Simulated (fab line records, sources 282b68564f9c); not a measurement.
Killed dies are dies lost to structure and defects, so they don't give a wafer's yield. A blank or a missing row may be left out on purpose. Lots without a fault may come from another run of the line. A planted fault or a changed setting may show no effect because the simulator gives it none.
Which tool did it? | flow rit_cmos | 11 lots, 33 wafers sampled, at 4 steps of a route of 202

WHAT THE GAUGES READ, wafer by wafer
RIT_GATE_OVL_MEAS_17. Usual: GATE_OVL 0.9 nm, standard deviation 1.4.
lot  | measured    | on         | GATE_OVL (nm) | flag
L898 | day 2 12:35 | overlay-02 | 0.4 -1.2 1.3  |
L899 | day 2 17:28 | overlay-01 | 1.3 2.9 1.3   |
L900 | day 2 22:16 | overlay-02 | -0.5 0.8 -0.9 |
L901 | day 3 03:53 | overlay-01 | 1.0 0.5 1.5   |
L902 | day 3 10:10 | overlay-01 | -0.2 0.4 1.0  |
L903 | day 3 13:42 | overlay-02 | -1.0 -0.6 1.5 |
L904 | day 3 18:00 | overlay-02 | 2.4 1.8 1.1   |
L905 | day 3 23:26 | overlay-02 | 3.0 -0.2 0.9  |
L911 | day 5 05:44 | overlay-02 | 1.7 1.1 1.0   |
L918 | day 6 16:10 | overlay-02 | 4.7 2.7 1.6   |
L920 | day 7 02:32 | overlay-02 | 0.6 0.9 -0.2  |

RIT_SDANNEAL_RS_MEAS_06: measures by four-point-probe. Usual: PLDD_RS 180.5 ohm/sq, standard deviation 0.51.
lot  | measured    | on            | PLDD_RS (ohm/sq)  | flag
L898 | day 3 02:40 | film_metro-01 | 180.2 180.2 180.5 |
L899 | day 3 06:55 | film_metro-02 | 181.1 180.8 180.7 |
L900 | day 3 11:31 | film_metro-01 | 181.2 180.8 180.4 |
L901 | day 3 16:35 | film_metro-02 | 179.7 180.3 180.0 |
L902 | day 3 22:59 | film_metro-04 | 180.8 180.3 180.0 |
L903 | day 4 03:27 | film_metro-04 | 181.8 181.5 181.6 |
L904 | day 4 07:58 | film_metro-02 | 180.5 179.9 180.4 |
L905 | day 4 12:18 | film_metro-01 | 180.5 180.8 180.4 |
L911 | day 5 18:29 | film_metro-02 | 180.9 180.6 180.6 |
L918 | day 7 06:05 | film_metro-01 | 180.1 179.8 180.3 |
L920 | day 7 15:54 | film_metro-01 | 180.4 180.8 181.1 |

RIT_CONTACT_CD_MEAS_08: target cd 1000 nm. Usual: cd_nm 1000.4 nm, standard deviation 1.9.
lot  | measured    | on        | cd_nm (nm)           | flag
L898 | day 3 04:43 | cd_sem-02 | 999.4 1000.7 999.9   |
L899 | day 3 08:50 | cd_sem-02 | 1001.8 1000.6 1002.5 |
L900 | day 3 13:29 | cd_sem-01 | 1001.2 1002.7 1001.3 |
L901 | day 3 18:32 | cd_sem-01 | 999.8 1000.4 998.2   |
L902 | day 4 00:57 | cd_sem-01 | 1001.3 1000.6 1002.9 |
L903 | day 4 05:18 | cd_sem-01 | 1002.9 1003.8 1003.5 |
L904 | day 4 09:49 | cd_sem-01 | 1001.3 999.5 1000.7  |
L905 | day 4 14:08 | cd_sem-02 | 997.8 1000.5 998.5   |
L911 | day 5 20:20 | cd_sem-02 | 1001.1 1002.9 1004.4 |
L918 | day 7 07:56 | cd_sem-02 | 998.5 998.7 999.9    |
L920 | day 7 17:44 | cd_sem-01 | 1000.0 998.6 1001.1  |

WHICH TOOL RAN EACH LOT (tool, then ch and the chambers of the sampled wafers, then the start)
lot  | RIT_GATE_ETCH_19
L898 | rie_si-02 ch 1,2,3, day 2 12:49
L899 | rie_si-01 ch 0,3, day 2 17:38
L900 | rie_si-02 ch 1,3, day 2 22:28
L901 | rie_si-01 ch 0,1, day 3 04:04
L902 | rie_si-02 ch 1,3, day 3 10:21
L903 | rie_si-01 ch 0,1, day 3 13:53
L904 | rie_si-02 ch 1,2,3, day 3 18:10
L905 | rie_si-01 ch 0,2,3, day 3 23:37
L911 | rie_si-01 ch 0,2,3, day 5 05:55
L918 | rie_si-02 ch 0,1,3, day 6 16:21
L920 | rie_si-02 ch 0,1, day 7 02:42
- RIT_GATE_ETCH_19: etches poly-Si in SF6/CHF3/O2, stops on SiO2, time 165 s, target depth 312.5 nm.

WHAT THE TOOLS THEMSELVES READ (means of the sampled wafers that have a number; where no wafer has one, the mark that the record gives instead)
RIT_GATE_ETCH_19. Usual: drypump_motor_current_A 5.6 A, standard deviation 0.44; oes_product_au 0.852 a.u., standard deviation 0.014; run_length_s 193.3 s, standard deviation 0.36; throttle_valve_pct 10.12 %, standard deviation 0.16.
lot  | tool      | drypump_motor_current_A (A) | oes_product_au (a.u.) | run_length_s (s) | throttle_valve_pct (%) | flag
L898 | rie_si-02 | 5.7                         | 0.846                 | 193.2            | 10.08                  |
L899 | rie_si-01 | 5.7                         | 0.851                 | 193.3            | 10.32                  |
L900 | rie_si-02 | 5.3                         | 0.842                 | 193.1            | 10.11                  |
L901 | rie_si-01 | 5.8                         | 0.856                 | 193.0            | 10.13                  |
L902 | rie_si-02 | 5.3                         | 0.839                 | 193.3            | 10.11                  |
L903 | rie_si-01 | 5.8                         | 0.850                 | 192.9            | 10.29                  |
L904 | rie_si-02 | 5.7                         | 0.851                 | 193.4            | 10.08                  |
L905 | rie_si-01 | 5.5                         | 0.847                 | 193.3            | 10.15                  |
L911 | rie_si-01 | 5.5                         | 0.808                 | 208.7            | 10.15                  | OFF
L918 | rie_si-02 | 5.2                         | 0.847                 | 193.3            | 10.09                  |
L920 | rie_si-02 | 5.1                         | 0.860                 | 193.0            | 10.18                  |

THE ANSWER, worked out from the rows above alone
Rule: a lot is off if the mean of its wafers that have a number lies more than 3 standard deviations from the usual mean. A lot without any number at a reading at which 4 lots or more have one is off too. The other lots that the step has rows for count as sound. The gauges are gone through in route order, then the tools' own readings, and for those a lot's mean is taken as printed above. The first step at which some lot is off is used, and at that step the reading that is off furthest; a lot without a number counts as furthest.
Off: L911, at RIT_GATE_ETCH_19 (run_length_s).
A tool fits if, at that step or a process step before it, it ran every lot that is off, and no sound lot after the first of them. One fits: rie_si-01 at RIT_GATE_ETCH_19. Its last sound lot is L905 (day 3 23:37), its first lot that is off L911 (day 5 05:55): a fault that began between those two fits.
The tool's own readings at RIT_GATE_ETCH_19 bear it out: on the lots that are off they differ by more than 5 times the standard deviation of the sound lots' means. oes_product_au reads 0.808 a.u. there against 0.849 a.u. on the sound lots; run_length_s reads 208.7 s there against 193.2 s on the sound lots.

WHAT THE SIMULATOR HAD PUT IN
Process parameter drift: rie_si-01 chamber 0, from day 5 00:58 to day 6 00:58, at RIT_GATE_ETCH_19. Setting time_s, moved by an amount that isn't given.
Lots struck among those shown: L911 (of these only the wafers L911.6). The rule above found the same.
